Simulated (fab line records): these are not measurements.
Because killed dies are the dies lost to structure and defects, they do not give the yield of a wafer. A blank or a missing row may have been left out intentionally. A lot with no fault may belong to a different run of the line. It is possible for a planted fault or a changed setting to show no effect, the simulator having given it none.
Problem report, 8D (eight disciplines) form, completed by code || flow ritCmos || the parts of the form that need people (team, actions taken, sign-off) are left out

## 1. THE PROBLEM
M1_AL_RS at RIT_M1_RS_MEAS_01 reads a mean of 0.0782 ohm/sq on 1 wafer of 1 lot; wafers without a fault read 0.0735 ohm/sq with a standard deviation of 0.00081. Measured from the usual mean, that is +5.8 standard deviations.
The step: measures by four-point-probe.
Seen first at day 5 05:11 on filmMetro-02, wafer L538.4. The record holds 39 wafers of 13 lots with a number at this step. The rule behind "out" and "out of limits": a value lying over 4 standard deviations away from the usual mean. The other wafers with a number count as sound.

## 2. WHAT IT IS, AND WHAT IT ISN'T
{"question": "which readings at this step", "is": "M1_AL_RS", "is not": "-"}
{"question": "which lots", "is": "L538", "is not": "L529, L530, L532, L534, L540, L542, L544, L546, L548, L550, L551, L552"}
{"question": "which wafers of those lots", "is": "L538.4", "is not": "L538.2, L538.3"}
{"question": "read on which gauges", "is": "filmMetro-02", "is not": "filmMetro-03, filmMetro-04"}
{"question": "when", "is": "from day 5 05:11", "is not": "up to then (14 sound wafers); but 24 sound wafers of L540, L542, L544, L546, L548, L550, L551, L552 came after"}

## 3. SUSPECTS, AND WHAT RULES EACH OUT
Counting: any tool at a process step up to the reading remains a suspect provided it ran every lot that is out. Sound lots after the first of them don't rule it out here, since some wafers of a struck lot are sound.
- the gauge at RIT_M1_RS_MEAS_01 is ruled out. All the wafers that are out were read on filmMetro-02, but those of them that RIT_M1_SPUTTER_00 has rows for are out there too, on other tools.
- plasmaAsher-03 at RIT_NSD_STRIP_09 (strips in O2, time 180 s): kept. The lot that is out, L538, ran on it at day 4 23:32; the last sound lot it ran before that was L532, at day 3 21:52.
- pvdSputter-03 at RIT_M1_SPUTTER_00 (material Al, target thk 400 nm, time 500 s): kept. The lot that is out, L538, ran on it at day 5 04:52; the last sound lot it ran before that was L530, at day 3 22:46. Out on those wafers are its own readings of chamberPressurePa.
- Within plasmaAsher-03 at RIT_NSD_STRIP_09: the wafers that are out ran in chamber 1; their sound lot-mates ran in chamber 0.
Remaining after the count are plasmaAsher-03 at RIT_NSD_STRIP_09 and pvdSputter-03 at RIT_M1_SPUTTER_00.

## 4. THE CAUSE (what the simulator had put in)
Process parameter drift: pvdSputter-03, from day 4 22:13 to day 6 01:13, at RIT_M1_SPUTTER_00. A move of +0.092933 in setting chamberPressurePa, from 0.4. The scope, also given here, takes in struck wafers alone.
2 suspects survive the count, and this tool is in that group.

## 5. THE EFFECT CHAIN, in route order
One row per reading whose mean, taken over the struck wafers that have a number, lies over 3 standard deviations from the usual. Only readings whose record carries a usual standard deviation are examined. hours: median over the lots of the time between each lot's start at the first step of this table that gives one and its start at this step. sigmas: the change, counted in usual standard deviations.
{"hours": 0, "step": "RIT_M1_SPUTTER_00", "reading": "chamberPressurePa", "usual": "0.4001 Pa", "on struck wafers": 0.4938, "change": "+0.0937", "sigmas": "+99 or more"}
{"hours": 0, "step": "RIT_M1_SPUTTER_00", "reading": "throttleValvePct", "usual": "30.0 %", "on struck wafers": 26.5, "change": -3.5, "sigmas": -3.2}
{"hours": 0, "step": "RIT_M1_RS_MEAS_01", "reading": "M1_AL_RS", "usual": "0.0735 ohm/sq", "on struck wafers": 0.0782, "change": "+0.0047", "sigmas": "+5.8"}
{"hours": 0, "step": "RIT_M1_THK_MEAS_02", "reading": "M1_AL_THK", "usual": "394 nm", "on struck wafers": 373, "change": -21, "sigmas": -4.2}
Its process steps:
- RIT_M1_SPUTTER_00: material Al, target thk 400 nm, time 500 s.

## 6. HOW IT WOULD HAVE BEEN CAUGHT EARLIER
Counted from the fault's start at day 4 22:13, it took 7 hours until the first out-of-limits reading at a measuring or inspecting step in this record, taken at day 5 05:11.
The tool's own readings at RIT_M1_SPUTTER_00 were out on every struck wafer that the step has a row for (chamberPressurePa): an alarm limit on them would have fired on the first of those.
By day 5 05:11, every lot that is out (1) had started RIT_M1_SPUTTER_00 on pvdSputter-03. Had the tool been put on hold then, not one of them would have been saved.
